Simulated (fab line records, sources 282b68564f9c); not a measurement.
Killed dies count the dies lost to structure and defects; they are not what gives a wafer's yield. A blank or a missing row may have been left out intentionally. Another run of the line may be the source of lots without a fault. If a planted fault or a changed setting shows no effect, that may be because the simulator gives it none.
fab line records    flow ritCmos
record: lots: 14  wafers: 42  lastDay: 7
route steps=202 shown NLDD@111 M1@202
lots untouched by any fault: they come from a run of this same line in which no faults occurred
startH: hours from the record's opening day to when the first of the lot's shown wafers began    waitH: how many hours have passed since the lot's step before this one    " identical to the entry in the row above    L1.1+2: one row covering several wafers at once    - either no value or no given start    * or withheld: withheld    < > ~ a bound
route shown NAME@n: a module of which the file shows steps, and the number in the route of the first    usual: mean and standard deviation over wafers with no fault    same: alike in all rows    chamber/n: place in a boat    sites: readings site by site    _std_site: standard deviation of those values    _edge_site: inner sites' mean taken away from outer sites' mean    radiusMm: for every site, how far away it sits from the centre of the wafer    mask NAME#n: copy n    behind: the tool/chamber that last shaped the wafer    hold: reason for holding the lot/hours on hold/outcome of the hold    device: which transistor (n, p or np) failed to switch    end of line: the route-end tests of the same wafers    where a step has no rows: the recipe by itself    killed: not the wafer's yield, but the dies lost to structure and defects at the first sort    map: the dies of a wafer, with x for killed, . for not killed, _ for no die there
set.NAME: setting as actually run; set.NAME@STEP: the setting as run at that earlier step    model.NAME: the simulator's own value behind a step, which no gauge read
route steps across a sampled set of lots; one table per step, one row per wafer
services: a tool's chamber out of use, with start hour (startH, from the record's first day; less than 0 if before it), hours out, and reason
== steps ==
step: RIT_NLDD_IMPLANT_08
recipe: species: P  energyKev: 20  doseCm2: 5e+14  tiltDeg: 7
usual: beamEnergyKeV: 20.000/0.0066
lot.wafer  tool          chamber  startH  waitH  beamEnergyKeV
L318.2     implanter-02  0        43.77   0.1    20.007
L318.4     "             0        "       "      20.008
L318.5     "             0        "       "      20.002
L319.1     implanter-02  0        47.74   0.1    19.999
L319.4     "             0        "       "      19.995
L319.6     "             0        "       "      19.994
L322.4     implanter-03  0        67.09   0.1    20.005
L322.5     "             0        "       "      20.014
L322.6     "             0        "       "      20.010
L323.1     implanter-01  0        69.33   0.1    19.996
L323.2     "             0        "       "      20.006
L323.6     "             0        "       "      20.003
L326.2     implanter-01  0        86.53   0.1    13.991
L326.5     "             0        "       "      13.991
L326.6     "             0        "       "      14.002
L328.4     implanter-01  0        96.41   0.1    13.990
L328.5     "             0        "       "      13.990
L328.6     "             0        "       "      13.993
L330.1     implanter-03  0        104.69  0.1    19.993
L330.5     "             0        "       "      20.004
L330.6     "             0        "       "      19.988
L331.1     implanter-03  0        110.86  0.1    20.000
L331.2     "             0        "       "      19.994
L331.6     "             0        "       "      20.000
L332.1     implanter-02  0        115.09  0.1    19.994
L332.3     "             0        "       "      20.004
L332.4     "             0        "       "      20.002
L334.1     implanter-02  0        123.45  0.1    20.004
L334.3     "             0        "       "      19.998
L334.4     "             0        "       "      20.005
L336.1     implanter-02  0        136.43  0.1    19.999
L336.2     "             0        "       "      19.990
L336.4     "             0        "       "      19.999
L337.2     implanter-03  0        141.01  0.1    20.000
L337.3     "             0        "       "      20.006
L337.4     "             0        "       "      19.998
L340.1     implanter-03  0        153.47  0.1    20.002
L340.2     "             0        "       "      19.987
L340.6     "             0        "       "      20.006
L341.2     implanter-03  0        160.81  0.1    19.989
L341.3     "             0        "       "      19.986
L341.4     "             0        "       "      19.985
step: RIT_NLDD_TW_MEAS_10
usual: NLDD_TW: 2491/13
lot.wafer  tool          chamber  startH  waitH  NLDD_TW
L318.2     filmMetro-02  -        44.08   0.1    2482
L318.4     "             -        "       "      2488
L318.5     "             -        "       "      2506
L319.1     filmMetro-02  -        48.06   0.1    2507
L319.4     "             -        "       "      2487
L319.6     "             -        "       "      2506
L322.4     filmMetro-02  -        67.37   0.1    2509
L322.5     "             -        "       "      2502
L322.6     "             -        "       "      2493
L323.1     filmMetro-02  -        69.66   0.1    2497
L323.2     "             -        "       "      2482
L323.6     "             -        "       "      2497
L326.2     filmMetro-03  -        86.84   0.1    2252
L326.5     "             -        "       "      2223
L326.6     "             -        "       "      2245
L328.4     filmMetro-04  -        96.69   0.1    2258
L328.5     "             -        "       "      2254
L328.6     "             -        "       "      2272
L330.1     filmMetro-03  -        105.01  0.1    2489
L330.5     "             -        "       "      2475
L330.6     "             -        "       "      2474
L331.1     filmMetro-03  -        111.19  0.1    2479
L331.2     "             -        "       "      2484
L331.6     "             -        "       "      2489
L332.1     filmMetro-03  -        115.42  0.1    2481
L332.3     "             -        "       "      2488
L332.4     "             -        "       "      2487
L334.1     filmMetro-04  -        123.78  0.1    2501
L334.3     "             -        "       "      2488
L334.4     "             -        "       "      2501
L336.1     filmMetro-02  -        136.76  0.1    2487
L336.2     "             -        "       "      2489
L336.4     "             -        "       "      2503
L337.2     filmMetro-04  -        141.32  0.1    2500
L337.3     "             -        "       "      2494
L337.4     "             -        "       "      2494
L340.1     filmMetro-03  -        153.80  0.1    2482
L340.2     "             -        "       "      2485
L340.6     "             -        "       "      2491
L341.2     filmMetro-04  -        161.12  0.1    2493
L341.3     "             -        "       "      2511
L341.4     "             -        "       "      2512
step: RIT_SDANNEAL_RS_MEAS_07
recipe: thkMeasGauge: four-point-probe
usual: NLDD_RS: 151.6/0.48
lot.wafer  tool          chamber  startH  waitH  NLDD_RS[ohm/sq]
L318.2     filmMetro-04  -        51.84   0.1    152.3
L318.4     "             -        "       "      151.8
L318.5     "             -        "       "      152.6
L319.1     filmMetro-03  -        56.04   0.1    152.3
L319.4     "             -        "       "      152.1
L319.6     "             -        "       "      152.1
L322.4     filmMetro-04  -        78.24   0.1    151.3
L322.5     "             -        "       "      151.6
L322.6     "             -        "       "      150.9
L323.1     filmMetro-03  -        78.25   0.1    151.5
L323.2     "             -        "       "      151.8
L323.6     "             -        "       "      151.3
L326.2     filmMetro-02  -        96.38   0.1    156.7
L326.5     "             -        "       "      156.2
L326.6     "             -        "       "      156.7
L328.4     filmMetro-03  -        107.22  0.1    157.5
L328.5     "             -        "       "      157.6
L328.6     "             -        "       "      158.0
L330.1     filmMetro-03  -        114.04  0.1    151.7
L330.5     "             -        "       "      152.1
L330.6     "             -        "       "      151.8
L331.1     filmMetro-02  -        119.27  0.1    152.6
L331.2     "             -        "       "      151.8
L331.6     "             -        "       "      151.9
L332.1     filmMetro-02  -        123.62  0.1    152.4
L332.3     "             -        "       "      151.1
L332.4     "             -        "       "      152.1
L334.1     filmMetro-03  -        131.84  0.1    151.7
L334.3     "             -        "       "      151.5
L334.4     "             -        "       "      150.8
L336.1     filmMetro-02  -        144.61  0.1    152.2
L336.2     "             -        "       "      151.6
L336.4     "             -        "       "      151.4
L337.2     filmMetro-02  -        149.35  0.1    151.2
L337.3     "             -        "       "      151.5
L337.4     "             -        "       "      151.2
L340.1     filmMetro-02  -        162.85  0.1    150.8
L340.2     "             -        "       "      151.3
L340.6     "             -        "       "      150.9
L341.2     filmMetro-03  -        169.37  0.1    151.9
L341.3     "             -        "       "      151.6
L341.4     "             -        "       "      152.4
step: RIT_M1_PROBE_99
usual: killedAtContacts: 0.0/0.22  killedAtFrontEnd: 7/3.1  killedDies: 7/3.1  killedOpen: 3.5/2  killedShort: 3.3/2
same: grossDies: 264  killed_at_M0_to_M3: 0  killed_at_M4_up: 0  killedAtBackSide: 0  killedAtOther: 0
lot.wafer  tool       chamber  startH  waitH  killedAtContacts  killedAtFrontEnd  killedDies  killedOpen  killedShort
L330.1     prober-02  -        121.16  0.1    0                 4                 4           1           3
L330.5     prober-02  -        121.36  0.2    0                 6                 6           2           4
L330.6     prober-02  -        121.41  0.2    0                 7                 7           3           4
killed by level:class
L330.1 FOX2:geometricParticle:short=1 GATE:geometricParticle:open=1 GATE:geometricParticle:short=1 SPACER:geometricParticle:short=1
L330.5 GATE:geometricParticle:short=2 FOX1:geometricParticle:short=1 FOX2:geometricParticle:open=1 REOX:geometricParticle:short=1 SPACER:geometricParticle:open=1
L330.6 FOX2:geometricParticle:short=2 GATE:geometricParticle:open=2 GATE:geometricParticle:short=2 SPACER:geometricParticle:open=1
== services ==
tool          chamber  startH  hours  kind
implanter-03  -        67.24   5.5    repair
implanter-02  -        128.18  0.7    repair
== key ==
firstSign: step: RIT_NLDD_IMPLANT_08  reading: beamEnergyKeV  direction: down  sigmas: 99+  usual: 20.000  struck: 13.993
effect: step: RIT_NLDD_TW_MEAS_10  reading: NLDD_TW  direction: down  sigmas: 19  usual: 2491  struck: 2251
effect: step: RIT_SDANNEAL_RS_MEAS_07  reading: NLDD_RS  direction: up  sigmas: 12  usual: 151.6  struck: 157.1
metAt RIT_NLDD_IMPLANT_08
struckLots L326,L328
testerLeftOut L326,L328
onsetBetween 69.33 86.53
fault: kind: processParameterDrift  tool: implanter-01  chamber: -  onsetH: 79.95  steps: RIT_NLDD_IMPLANT_08  channel: energyKev  offset: -6  shape: step  endH: 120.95  actsIn: theseRecipesOnly  stated: 20
testerLeftOut: of these lots the tester's yield and bins aren't shown, on N5 and GAA mostly nor the transistor test; their killed dies are dies lost to structure and defects alone, not to doping, threshold or leakage, so they don't give the yield
